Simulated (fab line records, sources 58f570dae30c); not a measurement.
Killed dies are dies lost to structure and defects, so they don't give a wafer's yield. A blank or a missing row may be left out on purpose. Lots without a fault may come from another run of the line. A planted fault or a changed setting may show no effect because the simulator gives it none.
Split-lot experiment | flow berkeley_cmos170 | 5 lots, 23 wafers read, on a route of 331 steps

THE SPLIT
At UCB170_NSD_EXPOSE_03 (exposes mask NSELECT MOD, target cd 1200 nm), the setting dose_mj was moved away from the recipe's 30 on 9 of the 23 wafers read, by -3.4% to +6.4%. The other wafers ran this setting at the recipe's value.

FROM THE SPLIT TO THE READING: what the file shows between them, 2 steps
- UCB170_NSD_PEB_04
- UCB170_NSD_DEVELOP_05: develop time 45 s

THE READING
cd_nm, in nm, at UCB170_NSD_CD_MEAS_06 (target cd 1200 nm). Fault-free wafers of this fab line usually give 1199.9 nm, standard deviation 0.98 nm.

wafer  | tool, chamber at the split | dose_mj as run | against the recipe | cd_nm, nm | against lot-mates on the recipe
L080.1 | krf_scanner-01, 0          | 30             | recipe             | 1198.8    | -
L080.2 | krf_scanner-01, 0          | 30             | recipe             | 1198.3    | -
L080.5 | krf_scanner-01, 0          | 30             | recipe             | 1199.8    | -
L082.1 | krf_scanner-02, 0          | 28.99          | -3.4%              | 1193.5    | -5.7
L082.2 | krf_scanner-02, 0          | 28.99          | -3.4%              | 1192.6    | -6.6
L082.3 | krf_scanner-02, 0          | 28.99          | -3.4%              | 1193.4    | -5.8
L082.4 | krf_scanner-02, 0          | 30             | recipe             | 1199.1    | -
L082.5 | krf_scanner-02, 0          | 30             | recipe             | 1199.3    | -
L081.1 | krf_scanner-01, 0          | 30             | recipe             | 1200.5    | -
L081.2 | krf_scanner-01, 0          | 31.6           | +5.3%              | 1209.7    | +9.6
L081.4 | krf_scanner-01, 0          | 30             | recipe             | 1200.2    | -
L081.5 | krf_scanner-01, 0          | 31.6           | +5.3%              | 1208.9    | +8.8
L081.6 | krf_scanner-01, 0          | 30             | recipe             | 1199.5    | -
L079.1 | krf_scanner-02, 0          | 30             | recipe             | 1200.2    | -
L079.2 | krf_scanner-02, 0          | 30             | recipe             | 1199.4    | -
L079.4 | krf_scanner-02, 0          | 31.91          | +6.4%              | 1211.1    | +11.1
L079.5 | krf_scanner-02, 0          | 31.91          | +6.4%              | 1211.0    | +11.0
L079.6 | krf_scanner-02, 0          | 30             | recipe             | 1200.4    | -
L084.1 | krf_scanner-02, 0          | 30             | recipe             | 1199.9    | -
L084.2 | krf_scanner-02, 0          | 29.22          | -2.6%              | 1195.1    | -4.5
L084.3 | krf_scanner-02, 0          | 30             | recipe             | 1199.7    | -
L084.5 | krf_scanner-02, 0          | 29.22          | -2.6%              | 1193.4    | -6.2
L084.6 | krf_scanner-02, 0          | 30             | recipe             | 1199.3    | -

THE FIT
A straight line over all 23 wafers: cd_nm changes by +1.85 nm for each +1% of dose_mj; r = +0.99; the points scatter about the line by 0.62 nm.
The same after taking each lot's own level away (the mean of its wafers on the recipe; 23 wafers): +1.77 nm for each +1%; r = +0.99; scatter 0.53 nm.
On that fit, the largest move of dose_mj shifts the reading by 11 nm.
The lots' own levels span 1198.97 to 1200.07 nm, that is 1.1 times the standard deviation above.
So the lot-to-lot level changes the slope little: the two slopes agree.
Check: with one of the wafers moved furthest among these (+6.4%) left out of the fit, the line predicts +11.2 nm for it against its lot-mates. It came out at +11.1 nm against them.

OTHER SPLITS ON THESE WAFERS
These wafers also went through other splits before the reading. Each is held against what the fit with the lots' levels taken away leaves over:
other split on the same wafers     | wafers away from the commonest value | r with cd_nm (lot level and that fit taken away)
UCB170_PVT_COAT_01 spin_rpm        | 6                                    | +0.13
UCB170_GATE_OXIDATION_01 temp_c    | 15                                   | +0.10
UCB170_GATE_CVD_04 pressure_mtorr  | 15                                   | +0.05
UCB170_GATE_ETCH_15 over_etch_frac | 11                                   | -0.04
UCB170_NLDD_IMPLANT_08 energy_kev  | 11                                   | +0.11
UCB170_PSD_IMPLANT_08 dose_cm2     | 5                                    | +0.04

THE FILE'S OWN FIT
cd_nm changes by +1.77 nm for each +1% of dose_mj, r = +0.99.
